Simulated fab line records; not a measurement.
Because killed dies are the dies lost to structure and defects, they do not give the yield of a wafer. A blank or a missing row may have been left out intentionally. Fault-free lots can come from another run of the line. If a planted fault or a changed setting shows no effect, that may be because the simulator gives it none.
Chamber matching / flow ritCmos / RIT_GATE_ETCH_19 on rieSi-02: 4 sister chambers
The step etches poly-Si in SF6/CHF3/O2, stops on SiO2, time 165 s, target depth 312.5 nm. 16 wafers are shown with their chamber, then 8 later ones without.

WAFERS PAIRED WITH THEIR CHAMBERS
wafer=L568.2; chamber=0; drypumpMotorCurrentA (A)=5.8; throttleValvePct (%)=10.17; oesProductAu (a.u.)=0.853
wafer=L568.4; chamber=3; drypumpMotorCurrentA (A)=5.9; throttleValvePct (%)=10.24; oesProductAu (a.u.)=0.834
wafer=L568.6; chamber=0; drypumpMotorCurrentA (A)=5.9; throttleValvePct (%)=10.17; oesProductAu (a.u.)=0.845
wafer=L570.3; chamber=2; drypumpMotorCurrentA (A)=6.4; throttleValvePct (%)=10.22; oesProductAu (a.u.)=0.836
wafer=L570.4; chamber=0; drypumpMotorCurrentA (A)=5.8; throttleValvePct (%)=10.18; oesProductAu (a.u.)=0.862
wafer=L570.6; chamber=0; drypumpMotorCurrentA (A)=5.8; throttleValvePct (%)=10.18; oesProductAu (a.u.)=0.851
wafer=L573.2; chamber=3; drypumpMotorCurrentA (A)=5.9; throttleValvePct (%)=10.22; oesProductAu (a.u.)=0.834
wafer=L573.3; chamber=1; drypumpMotorCurrentA (A)=5.8; throttleValvePct (%)=10.37; oesProductAu (a.u.)=0.845
wafer=L573.4; chamber=2; drypumpMotorCurrentA (A)=6.4; throttleValvePct (%)=10.22; oesProductAu (a.u.)=0.827
wafer=L582.2; chamber=0; drypumpMotorCurrentA (A)=5.8; throttleValvePct (%)=10.17; oesProductAu (a.u.)=0.852
wafer=L582.3; chamber=1; drypumpMotorCurrentA (A)=5.8; throttleValvePct (%)=10.38; oesProductAu (a.u.)=0.833
wafer=L582.5; chamber=1; drypumpMotorCurrentA (A)=5.8; throttleValvePct (%)=10.37; oesProductAu (a.u.)=0.834
wafer=L584.3; chamber=2; drypumpMotorCurrentA (A)=6.4; throttleValvePct (%)=10.23; oesProductAu (a.u.)=0.830
wafer=L584.5; chamber=3; drypumpMotorCurrentA (A)=5.9; throttleValvePct (%)=10.23; oesProductAu (a.u.)=0.843
wafer=L584.6; chamber=0; drypumpMotorCurrentA (A)=5.8; throttleValvePct (%)=10.18; oesProductAu (a.u.)=0.848
wafer=L586.3; chamber=0; drypumpMotorCurrentA (A)=5.9; throttleValvePct (%)=10.18; oesProductAu (a.u.)=0.855

SIGNATURES (averages over the wafers above)
reading=drypumpMotorCurrentA; chamber 0=5.829; chamber 1=5.800; chamber 2=6.400; chamber 3=5.900; scatter within a chamber=0.0345
reading=throttleValvePct; chamber 0=10.1757; chamber 1=10.3733; chamber 2=10.2233; chamber 3=10.2300; scatter within a chamber=0.00649
reading=oesProductAu; chamber 0=0.85229; chamber 1=0.83733; chamber 2=0.83100; chamber 3=0.83700; scatter within a chamber=0.00548
Rule: distance of a wafer from a chamber = root of the sum over the readings of ((wafer's reading minus chamber's mean) / reading's scatter) squared. If the next closest chamber is less than 2 further off than the closest, the wafer can't be placed; otherwise it belongs to the closest. The scatter is the square root of a quotient: the sum, over the shown wafers, of each reading's squared deviation from its chamber's mean, divided by wafers minus chambers.

WAFERS WITHOUT THEIR CHAMBER
wafer=L586.4; drypumpMotorCurrentA (A)=5.8; throttleValvePct (%)=10.18; oesProductAu (a.u.)=0.843
wafer=L586.6; drypumpMotorCurrentA (A)=6.4; throttleValvePct (%)=10.23; oesProductAu (a.u.)=0.833
wafer=L588.1; drypumpMotorCurrentA (A)=5.9; throttleValvePct (%)=10.24; oesProductAu (a.u.)=0.844
wafer=L588.2; drypumpMotorCurrentA (A)=5.9; throttleValvePct (%)=10.18; oesProductAu (a.u.)=0.846
wafer=L588.3; drypumpMotorCurrentA (A)=6.4; throttleValvePct (%)=10.22; oesProductAu (a.u.)=0.829
wafer=L590.1; drypumpMotorCurrentA (A)=6.4; throttleValvePct (%)=10.24; oesProductAu (a.u.)=0.831
wafer=L590.2; drypumpMotorCurrentA (A)=5.8; throttleValvePct (%)=10.17; oesProductAu (a.u.)=0.856
wafer=L590.6; drypumpMotorCurrentA (A)=5.8; throttleValvePct (%)=10.39; oesProductAu (a.u.)=0.819

WHICH CHAMBER EACH WENT THROUGH
wafer=L586.4; from the rows above=0; in truth=0
wafer=L586.6; from the rows above=2; in truth=2
wafer=L588.1; from the rows above=3; in truth=3
wafer=L588.2; from the rows above=0; in truth=0
wafer=L588.3; from the rows above=2; in truth=2
wafer=L590.1; from the rows above=2; in truth=2
wafer=L590.2; from the rows above=0; in truth=0
wafer=L590.6; from the rows above=1; in truth=1
Placed correctly: 8 of 8. From these rows, 0 cannot be placed. 0 placed wrongly.
